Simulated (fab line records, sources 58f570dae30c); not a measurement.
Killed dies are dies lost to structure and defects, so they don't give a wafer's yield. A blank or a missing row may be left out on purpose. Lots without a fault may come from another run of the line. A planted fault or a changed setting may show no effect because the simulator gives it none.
Which tool did it? | flow berkeley_cmos170 | 15 lots, 45 wafers sampled, at 5 steps of a route of 331

WHAT THE GAUGES READ, wafer by wafer
UCB170_GATE_THK_MEAS_05. Usual: GATE_POLY_THK 213.1 nm, standard deviation 2.2.
lot  | measured     | on            | GATE_POLY_THK (nm) | flag
L217 | day 7 11:30  | film_metro-03 | 210.1 211.0 210.1  |
L222 | day 8 00:38  | film_metro-01 | 213.1 215.8 214.5  |
L220 | day 8 00:41  | film_metro-01 | 214.1 215.1 212.5  |
L223 | day 8 15:50  | film_metro-03 | 211.8 211.7 209.3  |
L226 | day 8 23:24  | film_metro-03 | 217.3 217.8 217.7  |
L225 | day 8 23:24  | film_metro-04 | 215.9 216.2 216.3  |
L227 | day 9 10:08  | film_metro-04 | 214.1 215.1 214.3  |
L228 | day 9 19:59  | film_metro-03 | 214.9 214.1 214.7  |
L231 | day 10 08:34 | film_metro-03 | 211.5 210.4 211.8  |
L232 | day 10 08:34 | film_metro-01 | 213.3 214.7 214.6  |
L236 | day 11 13:28 | film_metro-03 | 213.6 213.1 214.3  |
L237 | day 11 13:28 | film_metro-04 | 211.6 211.4 212.6  |
L238 | day 11 13:28 | film_metro-01 | 210.1 211.6 210.2  |
L240 | day 11 17:04 | film_metro-04 | 215.0 215.8 214.0  |
L239 | day 11 17:03 | film_metro-03 | 212.6 213.3 214.8  |

UCB170_SDANNEAL_RS_MEAS_05: measures by four-point-probe. Usual: NLDD_RS 616.5 ohm/sq, standard deviation 1.7.
lot  | measured     | on            | NLDD_RS (ohm/sq)  | flag
L217 | day 8 06:07  | film_metro-01 | 617.2 618.4 618.5 |
L222 | day 8 20:18  | film_metro-01 | 619.8 619.0 618.6 |
L220 | day 8 21:20  | film_metro-04 | 615.4 614.4 614.7 |
L223 | day 9 15:30  | film_metro-02 | 613.6 616.3 614.8 |
L226 | day 9 21:10  | film_metro-02 | 614.6 613.6 615.2 |
L225 | day 9 21:34  | film_metro-01 | 616.6 616.4 617.0 |
L227 | day 10 02:30 | film_metro-04 | 615.7 617.0 616.2 |
L228 | day 10 15:00 | film_metro-01 | 618.4 619.0 621.1 |
L231 | day 11 01:13 | film_metro-02 | 618.3 618.6 617.5 |
L232 | day 11 01:35 | film_metro-04 | 615.1 612.5 615.8 |
L236 | day 12 10:44 | film_metro-01 | 616.3 618.7 617.9 |
L237 | day 12 13:52 | film_metro-01 | 630.6 630.3 629.8 | OFF
L238 | day 12 11:18 | film_metro-04 | 614.4 614.1 615.8 |
L240 | day 12 13:54 | film_metro-04 | 627.0 627.4 626.1 | OFF
L239 | day 12 11:18 | film_metro-02 | 626.4 628.2 628.1 | OFF

WHICH TOOL RAN EACH LOT (tool, then ch and the chambers of the sampled wafers, then the start)
lot  | UCB170_PFIELD_STRIP_08              | UCB170_NLDD_IMPLANT_09          | UCB170_BACKSIDE_STRIP_03
L217 | plasma_asher-02 ch 0,1, day 5 12:02 | implanter-03 ch 0, day 7 17:49  | plasma_asher-03 ch 0,1, day 8 05:21
L222 | plasma_asher-03 ch 0,1, day 5 22:17 | implanter-03 ch 0, day 8 05:14  | plasma_asher-01 ch 0,1, day 8 19:31
L220 | plasma_asher-02 ch 0,1, day 5 22:34 | implanter-01 ch 0, day 8 06:42  | plasma_asher-03 ch 0,1, day 8 20:30
L223 | plasma_asher-02 ch 0,1, day 6 10:40 | implanter-03 ch 0, day 9 00:46  | plasma_asher-02 ch 0,1, day 9 14:44
L226 | plasma_asher-03 ch 0,1, day 6 20:50 | implanter-01 ch 0, day 9 05:59  | plasma_asher-03 ch 0,1, day 9 20:16
L225 | plasma_asher-02 ch 0,1, day 6 21:04 | implanter-03 ch 0, day 9 06:11  | plasma_asher-01 ch 0,1, day 9 20:49
L227 | plasma_asher-03 ch 0, day 7 03:43   | implanter-01 ch 0, day 9 15:42  | plasma_asher-01 ch 0,1, day 10 01:43
L228 | plasma_asher-01 ch 0,1, day 7 18:15 | implanter-03 ch 0, day 10 02:52 | plasma_asher-02 ch 0,1, day 10 14:14
L231 | plasma_asher-03 ch 0,1, day 8 04:32 | implanter-03 ch 0, day 10 15:26 | plasma_asher-01 ch 0,1, day 11 00:26
L232 | plasma_asher-02 ch 0,1, day 8 04:41 | implanter-01 ch 0, day 10 14:42 | plasma_asher-03 ch 0,1, day 11 00:48
L236 | plasma_asher-03 ch 0,1, day 9 07:15 | implanter-01 ch 0, day 11 21:35 | plasma_asher-02 ch 0, day 12 09:50
L237 | plasma_asher-01 ch 0,1, day 9 07:22 | implanter-01 ch 0, day 11 21:53 | plasma_asher-01 ch 0,1, day 12 13:06
L238 | plasma_asher-03 ch 0,1, day 9 07:39 | implanter-01 ch 0, day 11 20:32 | plasma_asher-03 ch 0,1, day 12 10:05
L240 | plasma_asher-02 ch 0,1, day 9 19:29 | implanter-01 ch 0, day 12 00:11 | plasma_asher-03 ch 0,1, day 12 13:08
L239 | plasma_asher-01 ch 0,1, day 9 19:44 | implanter-01 ch 0, day 11 23:35 | plasma_asher-01 ch 0,1, day 12 10:17
- UCB170_PFIELD_STRIP_08: strips in O2.
- UCB170_NLDD_IMPLANT_09
- UCB170_BACKSIDE_STRIP_03: strips in O2.

WHAT THE TOOLS THEMSELVES READ (means of the sampled wafers that have a number; where no wafer has one, the mark that the record gives instead)
UCB170_PFIELD_STRIP_08. Usual: drypump_motor_current_A 5.86 A, standard deviation 0.26; o2_flow_sccm 399.9 sccm, standard deviation 1.1; oes_product_au 0.734 a.u., standard deviation 0.0046; strip_time_to_endpoint_s 21.61 s, standard deviation 0.069.
lot  | tool            | drypump_motor_current_A (A) | o2_flow_sccm (sccm) | oes_product_au (a.u.) | strip_time_to_endpoint_s (s) | flag
L217 | plasma_asher-02 | 5.74                        | 400.3               | 0.732                 | 21.65                        |
L222 | plasma_asher-03 | 5.77                        | 401.1               | 0.733                 | 21.59                        |
L220 | plasma_asher-02 | 5.73                        | 399.5               | 0.735                 | 21.57                        |
L223 | plasma_asher-02 | 5.72                        | 401.3               | 0.735                 | 21.57                        |
L226 | plasma_asher-03 | 5.79                        | 400.6               | 0.734                 | 21.53                        |
L225 | plasma_asher-02 | 5.73                        | 400.8               | 0.729                 | 21.56                        |
L227 | plasma_asher-03 | 6.12                        | 400.1               | 0.735                 | 21.64                        |
L228 | plasma_asher-01 | 6.10                        | 400.5               | 0.738                 | 21.54                        |
L231 | plasma_asher-03 | 5.80                        | 399.3               | 0.736                 | 21.68                        |
L232 | plasma_asher-02 | 5.72                        | 399.2               | 0.731                 | 21.56                        |
L236 | plasma_asher-03 | 5.77                        | 401.2               | 0.733                 | 21.59                        |
L237 | plasma_asher-01 | 5.92                        | 399.9               | 0.729                 | 21.56                        |
L238 | plasma_asher-03 | 5.79                        | 398.2               | 0.733                 | 21.63                        |
L240 | plasma_asher-02 | 5.72                        | 400.4               | 0.736                 | 21.64                        |
L239 | plasma_asher-01 | 6.11                        | 400.6               | 0.736                 | 21.52                        |

UCB170_NLDD_IMPLANT_09. Usual: beam_energy_keV 30.001, standard deviation 0.0095.
lot  | tool         | beam_energy_keV | flag
L217 | implanter-03 | 30.003          |
L222 | implanter-03 | 30.010          |
L220 | implanter-01 | 30.008          |
L223 | implanter-03 | 30.000          |
L226 | implanter-01 | 30.005          |
L225 | implanter-03 | 30.013          |
L227 | implanter-01 | 29.982          |
L228 | implanter-03 | 29.996          |
L231 | implanter-03 | 30.018          |
L232 | implanter-01 | 29.997          |
L236 | implanter-01 | 29.996          |
L237 | implanter-01 | 30.008          |
L238 | implanter-01 | 30.001          |
L240 | implanter-01 | 30.005          |
L239 | implanter-01 | 29.996          |

UCB170_BACKSIDE_STRIP_03. Usual: drypump_motor_current_A 5.88 A, standard deviation 0.26; o2_flow_sccm 399.8 sccm, standard deviation 1.2; oes_product_au 0.734 a.u., standard deviation 0.0047; strip_time_to_endpoint_s 21.95 s, standard deviation 0.058.
lot  | tool            | drypump_motor_current_A (A) | o2_flow_sccm (sccm) | oes_product_au (a.u.) | strip_time_to_endpoint_s (s) | flag
L217 | plasma_asher-03 | 5.78                        | 400.1               | 0.737                 | 21.88                        |
L222 | plasma_asher-01 | 6.11                        | 400.6               | 0.730                 | 22.01                        |
L220 | plasma_asher-03 | 5.79                        | 400.1               | 0.735                 | 21.96                        |
L223 | plasma_asher-02 | 5.73                        | 400.1               | 0.733                 | 21.95                        |
L226 | plasma_asher-03 | 5.96                        | 399.5               | 0.734                 | 21.87                        |
L225 | plasma_asher-01 | 6.11                        | 400.2               | 0.732                 | 21.91                        |
L227 | plasma_asher-01 | 6.13                        | 399.3               | 0.734                 | 21.96                        |
L228 | plasma_asher-02 | 5.73                        | 398.1               | 0.731                 | 22.00                        |
L231 | plasma_asher-01 | 5.93                        | 398.5               | 0.732                 | 22.05                        |
L232 | plasma_asher-03 | 5.99                        | 400.9               | 0.738                 | 21.92                        |
L236 | plasma_asher-02 | 5.71                        | 400.4               | 0.734                 | 22.00                        |
L237 | plasma_asher-01 | 5.91                        | 401.2               | 0.737                 | 21.95                        |
L238 | plasma_asher-03 | 5.98                        | 400.1               | 0.736                 | 21.96                        |
L240 | plasma_asher-03 | 5.79                        | 400.6               | 0.733                 | 22.00                        |
L239 | plasma_asher-01 | 6.13                        | 399.9               | 0.740                 | 21.88                        |

THE ANSWER, worked out from the rows above alone
Rule: a lot is off if the mean of its wafers that have a number lies more than 3 standard deviations from the usual mean. A lot without any number at a reading at which 4 lots or more have one is off too. The other lots that the step has rows for count as sound. The gauges are gone through in route order, then the tools' own readings, and for those a lot's mean is taken as printed above. The first step at which some lot is off is used, and at that step the reading that is off furthest; a lot without a number counts as furthest.
Off: L237, L240, L239, at UCB170_SDANNEAL_RS_MEAS_05 (NLDD_RS).
A tool fits if, at a process step before that reading, it ran every lot that is off, and no sound lot after the first of them. The gauges at UCB170_SDANNEAL_RS_MEAS_05 are tried like those tools. One fits: implanter-01 at UCB170_NLDD_IMPLANT_09. Its last sound lot is L236 (day 11 21:35), its first lot that is off L237 (day 11 21:53): a fault that began between those two fits.

WHAT THE SIMULATOR HAD PUT IN
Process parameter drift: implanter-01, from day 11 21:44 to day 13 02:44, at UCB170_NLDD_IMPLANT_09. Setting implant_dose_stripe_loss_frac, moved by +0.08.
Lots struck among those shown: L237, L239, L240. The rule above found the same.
